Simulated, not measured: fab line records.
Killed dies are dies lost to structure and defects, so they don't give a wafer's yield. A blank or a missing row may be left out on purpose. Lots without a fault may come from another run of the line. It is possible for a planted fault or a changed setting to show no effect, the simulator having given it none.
Comparing a struck lot with a sound one | flow berkeley cmos170 | 17 out of 331 route steps
Sound: wafers L431.1, L431.2, L431.6. The struck wafers were L422.1, L422.2, L422.3. The cause is given at the end.
Order at every step that has rows: each side's tool, ch and its chambers, its first start. Under that, the readings that differ: sound wafers | struck wafers | difference of the means | sigmas: that difference in standard deviations of wafers without a fault.
alike: same words and numbers on both sides, and readings whose means sit less than 2 such deviations apart. not compared: any withheld reading, any reading some wafer has no value for, any bound like >300 that may hide the same value, and any number with overlapping values for which the record gives no deviation.
Wherever a step has rows on one side only, a row that says differs or no value, or a row with sigmas, the two part there. Numbers that have no deviation but don't overlap get no sigmas and don't part them. A reading that every wafer of one side lacks parts them only if that side has two wafers or more.

first, 1 step without rows for these wafers: UCB170_PWELL_OXIDATION_02 (target thk 26.4 nm, ox time 1260 s).
UCB170_PWELL_THK_MEAS_03:
  struck on film metro-01, day 5 11:40; sound on film metro-04, day 7 12:15
  alike: PWELL_OXIDE_THK
then, 2 steps without rows for these wafers: UCB170_PWELL_ANNEAL_04 (time 900 s); UCB170_PWELL_CVD_05 (deposits Si3N4 from SiH2Cl2/NH3, target thk 220 nm, time 3300 s).
UCB170_PWELL_THK_MEAS_06:
  struck on film metro-04, day 5 17:53; sound on film metro-01, day 7 21:26
  alike: PWELL_NITRIDE_THK
then, 6 steps without rows for these wafers: UCB170_PWELL_HMDS_07 (prime time 60 s); UCB170_PWELL_COAT_08 (resist thk 900 nm); UCB170_PWELL_SOFTBAKE_09 (time 60 s); UCB170_PWELL_EXPOSE_10 (exposes mask PWELL, target cd 3000 nm); UCB170_PWELL_PEB_11; UCB170_PWELL_DEVELOP_12 (develop time 45 s).
UCB170_PWELL_OVL_MEAS_13:
  struck on overlay-02, day 5 18:56; sound on overlay-02, day 7 22:45
  alike: PWELL_OVL
UCB170_PWELL_ETCH_14: etches Si3N4 in CH3F/Ar/O2, stops on SiO2, target depth 242 nm, time 151 s.
  sound on rie diel-01 ch 0,2,3, day 7 22:47; struck on rie diel-02 ch 0,2,3, day 5 18:58
  reading                                      | sound             | struck                  | difference | sigmas
  mfc ar sccm (sccm)                           | 50.21 50.01 50.08 | 49.63 49.74 49.90       | -0.34      | -2
  oes product au (a.u.)                        | 0.949 0.959 0.945 | 0.891 0.903 0.875       | -0.061     | -4
  over etch frac                               | 0.1 0.1 0.1       | 0.19223 0.19223 0.19223 | +0.09223   |
  model.KrF_of_PWELL_COAT_08.thk nm (nm)       | 728.5 732.3 734.7 | 718.8 714 719.7         | -14.3      |
  model.SiO2_of_PWELL_OXIDATION_02.thk nm (nm) | 23.98 23.61 23.58 | 20.58 20.32 21.01       | -3.09      |
  alike: drypump motor current A, throttle valve pct
  not compared: rf hours counter h
then, 1 step without rows for these wafers: UCB170_PWELL_IMPLANT_15.
UCB170_PWELL_STRIP_16: strips in O2.
  sound on plasma asher-03 ch 0,1, day 7 23:02; struck on plasma asher-04 ch 0,1, day 5 19:13
  reading                      | sound             | struck            | difference | sigmas
  strip time to endpoint s (s) | 18.17 18.27 18.33 | 17.95 17.83 17.96 | -0.34      | -3
  alike: drypump motor current A, oes product au
  not compared: rf hours counter h
UCB170_PWELL_TW_MEAS_17:
  struck on film metro-04, day 5 19:19; sound on film metro-01, day 7 23:08
  alike: PWELL_TW
-- the record jumps here: 5 days lie between the struck wafers' starts before and after (it left off in module PWELL and takes up again in module M3, whose first step shown is number 331 of the route) --
UCB170_M3_PROBE_99:
  rows exist in the record for the struck wafers here (prober-01, day 11 05:13), but not for the sound ones

WHERE THEY PART
First at UCB170_PWELL_ETCH_14; last, within this record, at UCB170_M3_PROBE_99.

WHY: the cause the simulator had injected
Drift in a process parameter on rie diel-02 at UCB170_PWELL_ETCH_14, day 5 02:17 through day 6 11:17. From 0.1, the setting over etch frac moved by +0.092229. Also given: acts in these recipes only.
